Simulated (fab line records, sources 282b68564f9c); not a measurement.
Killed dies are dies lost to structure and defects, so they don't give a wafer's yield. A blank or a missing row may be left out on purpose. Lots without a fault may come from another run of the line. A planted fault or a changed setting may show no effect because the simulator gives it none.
Which tool did it? | flow rit_cmos | 14 lots, 42 wafers sampled, at 1 step of a route of 202

WHAT THE GAUGES READ, wafer by wafer
The record holds no reading of a measuring or inspecting step that can be judged against a usual standard deviation.

WHICH TOOL RAN EACH LOT (tool, then ch and the chambers of the sampled wafers, then the start)
lot  | RIT_FOX2_OXIDATION_00
L160 | furnace-02 ch 0, day 1 23:59
L162 | furnace-02 ch 0, day 2 03:48
L163 | furnace-03 ch 0, day 2 14:56
L164 | furnace-03 ch 0, day 2 16:15
L165 | furnace-03 ch 0, day 2 19:18
L167 | furnace-02 ch 0, day 3 08:06
L171 | furnace-03, day 4 01:48
L172 | furnace-02, day 4 07:17
L174 | furnace-02 ch 0, day 4 20:41
L177 | furnace-04 ch 0, day 5 15:28
L178 | furnace-04 ch 0, day 5 15:28
L179 | furnace-03 ch 0, day 5 19:22
L181 | furnace-02 ch 0, day 6 08:08
L183 | furnace-03 ch 0, day 6 12:01
- RIT_FOX2_OXIDATION_00: target thk 350.7 nm, ox time 1130 s.

WHAT THE TOOLS THEMSELVES READ (means of the sampled wafers that have a number; where no wafer has one, the mark that the record gives instead)
RIT_FOX2_OXIDATION_00. Usual: ox_temp_c 1100.0 C, standard deviation 0.53; ox_temp_c_max 1106.7, standard deviation 2.
lot  | tool       | ox_temp_c (C) | ox_temp_c_max | flag
L160 | furnace-02 | 1100.3        | 1105.8        |
L162 | furnace-02 | 1100.2        | 1105.9        |
L163 | furnace-03 | 1100.3        | 1108.3        |
L164 | furnace-03 | 1099.8        | 1109.6        |
L165 | furnace-03 | 1099.4        | 1110.0        |
L167 | furnace-02 | 1100.5        | 1105.5        |
L171 | furnace-03 | -             | -             | OFF
L172 | furnace-02 | -             | -             | OFF
L174 | furnace-02 | 1099.7        | 1105.6        |
L177 | furnace-04 | 1100.1        | 1105.2        |
L178 | furnace-04 | 1100.9        | 1105.7        |
L179 | furnace-03 | 1099.9        | 1108.9        |
L181 | furnace-02 | 1099.8        | 1105.9        |
L183 | furnace-03 | 1099.9        | 1109.3        |

THE ANSWER, worked out from the rows above alone
Rule: a lot is off if the mean of its wafers that have a number lies more than 3 standard deviations from the usual mean. A lot without any number at a reading at which 4 lots or more have one is off too. The other lots that the step has rows for count as sound. The gauges are gone through in route order, then the tools' own readings, and for those a lot's mean is taken as printed above. The first step at which some lot is off is used, and at that step the reading that is off furthest; a lot without a number counts as furthest.
Off: L171, L172, at RIT_FOX2_OXIDATION_00 (ox_temp_c). Without a number there: L171, L172.
A tool fits if, at that step or a process step before it, it ran every lot that is off, and no sound lot after the first of them. None of those tried fits.

WHAT THE SIMULATOR HAD PUT IN
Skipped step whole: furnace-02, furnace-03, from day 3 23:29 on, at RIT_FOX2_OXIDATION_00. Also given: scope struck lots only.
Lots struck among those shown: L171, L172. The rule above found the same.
